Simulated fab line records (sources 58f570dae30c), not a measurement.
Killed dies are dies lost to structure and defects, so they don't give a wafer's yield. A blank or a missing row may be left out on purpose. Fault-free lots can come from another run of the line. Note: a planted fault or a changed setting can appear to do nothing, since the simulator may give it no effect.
Lot-split experiment :: flow berkeley cmos170 :: 27 wafers read across 5 lots, on a route 331 steps long

== THE SPLIT ==
At UCB170_M1_SPUTTER_00 (material Al, target thk 600 nm, time 80 s), the setting time s was moved away from the recipe's 80 s on 9 of the 27 wafers read, by -51.6% to +49.8%. This setting was run at the recipe's value on the other wafers.

== THE PATH FROM SPLIT TO READING: the file shows 1 step between them ==
- UCB170_M1_RS_MEAS_01: measures by four-point-probe

== THE READING ==
M1_AL_THK, in nm, at UCB170_M1_THK_MEAS_02 (measures by xrf). Typical for fault-free wafers on this fab line: 615 nm, with standard deviation 7.3 nm.

wafer: L074.1
tool, chamber at the split: pvd sputter-04, -
time s as run, s: 80
against the recipe: recipe
M1_AL_THK, nm: 619
against lot-mates on the recipe: -

wafer: L074.2
tool, chamber at the split: pvd sputter-04, -
time s as run, s: 80
against the recipe: recipe
M1_AL_THK, nm: 609
against lot-mates on the recipe: -

wafer: L074.3
tool, chamber at the split: pvd sputter-04, -
time s as run, s: 80
against the recipe: recipe
M1_AL_THK, nm: 611
against lot-mates on the recipe: -

wafer: L074.4
tool, chamber at the split: pvd sputter-04, -
time s as run, s: 80
against the recipe: recipe
M1_AL_THK, nm: 624
against lot-mates on the recipe: -

wafer: L074.5
tool, chamber at the split: pvd sputter-04, -
time s as run, s: 80
against the recipe: recipe
M1_AL_THK, nm: 613
against lot-mates on the recipe: -

wafer: L074.6
tool, chamber at the split: pvd sputter-04, -
time s as run, s: 80
against the recipe: recipe
M1_AL_THK, nm: 616
against lot-mates on the recipe: -

wafer: L076.1
tool, chamber at the split: pvd sputter-02, -
time s as run, s: 80
against the recipe: recipe
M1_AL_THK, nm: 617
against lot-mates on the recipe: -

wafer: L076.2
tool, chamber at the split: pvd sputter-02, -
time s as run, s: 80
against the recipe: recipe
M1_AL_THK, nm: 612
against lot-mates on the recipe: -

wafer: L076.3
tool, chamber at the split: pvd sputter-02, -
time s as run, s: 80
against the recipe: recipe
M1_AL_THK, nm: 613
against lot-mates on the recipe: -

wafer: L076.4
tool, chamber at the split: pvd sputter-02, -
time s as run, s: 97.97
against the recipe: +22.5%
M1_AL_THK, nm: 750
against lot-mates on the recipe: +136

wafer: L076.5
tool, chamber at the split: pvd sputter-02, -
time s as run, s: 97.97
against the recipe: +22.5%
M1_AL_THK, nm: 743
against lot-mates on the recipe: +129

wafer: L076.6
tool, chamber at the split: pvd sputter-02, -
time s as run, s: 97.97
against the recipe: +22.5%
M1_AL_THK, nm: 755
against lot-mates on the recipe: +141

wafer: L075.2
tool, chamber at the split: pvd sputter-04, -
time s as run, s: 80
against the recipe: recipe
M1_AL_THK, nm: 617
against lot-mates on the recipe: -

wafer: L075.3
tool, chamber at the split: pvd sputter-04, -
time s as run, s: 80
against the recipe: recipe
M1_AL_THK, nm: 627
against lot-mates on the recipe: -

wafer: L075.4
tool, chamber at the split: pvd sputter-04, -
time s as run, s: 80
against the recipe: recipe
M1_AL_THK, nm: 628
against lot-mates on the recipe: -

wafer: L079.1
tool, chamber at the split: pvd sputter-03, -
time s as run, s: 119.8
against the recipe: +49.8%
M1_AL_THK, nm: 925
against lot-mates on the recipe: +310

wafer: L079.2
tool, chamber at the split: pvd sputter-03, -
time s as run, s: 119.8
against the recipe: +49.8%
M1_AL_THK, nm: 919
against lot-mates on the recipe: +304

wafer: L079.3
tool, chamber at the split: pvd sputter-03, -
time s as run, s: 80
against the recipe: recipe
M1_AL_THK, nm: 615
against lot-mates on the recipe: -

wafer: L079.4
tool, chamber at the split: pvd sputter-03, -
time s as run, s: 119.8
against the recipe: +49.8%
M1_AL_THK, nm: 914
against lot-mates on the recipe: +299

wafer: L079.5
tool, chamber at the split: pvd sputter-03, -
time s as run, s: 80
against the recipe: recipe
M1_AL_THK, nm: 609
against lot-mates on the recipe: -

wafer: L079.6
tool, chamber at the split: pvd sputter-03, -
time s as run, s: 80
against the recipe: recipe
M1_AL_THK, nm: 622
against lot-mates on the recipe: -

wafer: L085.1
tool, chamber at the split: pvd sputter-04, -
time s as run, s: 80
against the recipe: recipe
M1_AL_THK, nm: 614
against lot-mates on the recipe: -

wafer: L085.2
tool, chamber at the split: pvd sputter-04, -
time s as run, s: 38.68
against the recipe: -51.6%
M1_AL_THK, nm: 298
against lot-mates on the recipe: -320

wafer: L085.3
tool, chamber at the split: pvd sputter-04, -
time s as run, s: 80
against the recipe: recipe
M1_AL_THK, nm: 619
against lot-mates on the recipe: -

wafer: L085.4
tool, chamber at the split: pvd sputter-04, -
time s as run, s: 80
against the recipe: recipe
M1_AL_THK, nm: 621
against lot-mates on the recipe: -

wafer: L085.5
tool, chamber at the split: pvd sputter-04, -
time s as run, s: 38.68
against the recipe: -51.6%
M1_AL_THK, nm: 302
against lot-mates on the recipe: -316

wafer: L085.6
tool, chamber at the split: pvd sputter-04, -
time s as run, s: 38.68
against the recipe: -51.6%
M1_AL_THK, nm: 308
against lot-mates on the recipe: -310

THE FIT
A straight line over all 27 wafers: M1_AL_THK changes by +6.07 nm for each +1% of time s; r = +1.00; the points scatter about the line by 5.6 nm.
The same after taking each lot's own level away (the mean of its wafers on the recipe; 27 wafers): +6.1 nm for each +1%; r = +1.00; scatter 4.7 nm.
On that fit, the largest move of time s shifts the reading by 3.2e+02 nm.
Across the lots, their own levels run from 614.0 to 624.0 nm, a range of 1.4 times the standard deviation given above.
So the lot-to-lot level changes the slope little: the two slopes agree.
Check: with one of the wafers moved furthest among these (-51.6%) left out of the fit, the line predicts -314 nm for it against its lot-mates. It came out at -320 nm against them.

== OTHER SPLITS ON THESE WAFERS ==
Other splits were also applied to these wafers ahead of the reading. Each is held against what the fit with the lots' levels taken away leaves over:
other split on the same wafers: UCB170_NWELL_OXIDATION_01 ox time s
wafers away from the commonest value: 21
r with M1_AL_THK (lot level and that fit taken away): +0.03

other split on the same wafers: UCB170_PWELL_ETCH_14 target depth a
wafers away from the commonest value: 6
r with M1_AL_THK (lot level and that fit taken away): +0.05

== THE WHOLE CHAIN: every reading that the file lists as answering this split, in the file's order ==
step: UCB170_M1_SPUTTER_00
what it does: material Al, target thk 600 nm, time 80 s
reading: Al_of_M1_SPUTTER_00.thk nm (the simulator's own value, which no gauge read)
change (the file's fit): +6 nm for each +1% of the setting
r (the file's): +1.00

step: UCB170_M1_RS_MEAS_01
what it does: measures by four-point-probe
reading: M1_AL_RS
change (the file's fit): -0.000657 for each +1% of the setting
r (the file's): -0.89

step: UCB170_M1_THK_MEAS_02
what it does: measures by xrf
reading: M1_AL_THK
change (the file's fit): +6.11 for each +1% of the setting
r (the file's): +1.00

== THE FILE'S OWN FIT ==
M1_AL_THK changes by +6.11 nm for each +1% of time s, r = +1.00.
